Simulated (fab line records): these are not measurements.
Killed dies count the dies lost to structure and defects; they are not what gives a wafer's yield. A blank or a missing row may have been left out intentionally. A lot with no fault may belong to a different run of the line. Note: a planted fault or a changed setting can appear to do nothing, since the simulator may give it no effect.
8D (eight disciplines) problem report, filled in by code ; flow berkeleyCmos170 ; the parts of the form that need people (team, actions taken, sign-off) are left out

== 1. THE ISSUE ==
Mean of heaterPowerTotalW at UCB170_NVT_SOFTBAKE_02: 54.90 W across 6 wafers in 2 lots; on wafers with no fault it is 56.80 W (standard deviation 0.048). That puts it -40 standard deviations away from the usual mean.
The step: time 60 s.
First seen on wafer L236.1, day 6 16:34, on lithoTrack-03. At this step, 42 wafers from 14 lots have a number in the record. Rule for "out" (also "out of limits"): further than 4 standard deviations from the usual mean. Any other wafer with a number is counted as sound.

== 2. WHAT IT IS AND WHAT IT IS NOT ==
question;is;is not
which readings at this step;heaterPowerTotalW, plateTempC;-
which lots;L236, L237;L228, L229, L234, L241, L242, L243, L245, L246, L247, L248, L250, L251
which wafers of those lots;all that have a number;-
read on which tools;lithoTrack-03;lithoTrack-01, lithoTrack-02
when;from day 6 16:34;"up to then (6 sound wafers); but 30 sound wafers of L234, L241, L242, L243, L245, L246, L247, L248, L250, L251 came after"

== 3. THE SUSPECTS, EACH WITH WHAT RULES IT OUT ==
Counting: a tool at a process step up to the reading stays a suspect if it ran every lot that is out and no sound lot after the first of them.
- lithoTrack-03 at UCB170_NVT_SOFTBAKE_02 (time 60 s): ruled out as a lasting fault. Following L236 (day 6 16:34), the first lot on it that is out, the sound lots L251 were run on it.
Left after counting: nothing in the record.

== 4. THE CAUSE (what the simulator had put in) ==
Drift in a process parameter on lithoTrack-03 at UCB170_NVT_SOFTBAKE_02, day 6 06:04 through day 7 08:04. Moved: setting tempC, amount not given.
Counting ruled it out, wrongly.

== 5. SEQUENCE OF EFFECTS, ordered by route ==
Each row: a reading where the mean over the struck wafers with a number is more than 3 standard deviations away from the usual. Only readings for which the record gives a usual standard deviation are gone through. hours: the time from each lot's start at the first step in this table that gives one to its start at this step, as a median over the lots. sigmas: the change in usual standard deviations.
hours;step;reading;usual;on struck wafers;change;sigmas
0;UCB170_NVT_SOFTBAKE_02;heaterPowerTotalW;56.80 W;54.90;-1.90;-40
0;UCB170_NVT_SOFTBAKE_02;plateTempC;130.02 C;126.73;-3.29;-24
The process steps in it:
- UCB170_NVT_SOFTBAKE_02: time 60 s.

== 6. HOW IT WOULD HAVE BEEN CAUGHT EARLIER ==
First out-of-limits reading in this record: day 6 16:34, which is 11 hours after fault onset at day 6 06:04.
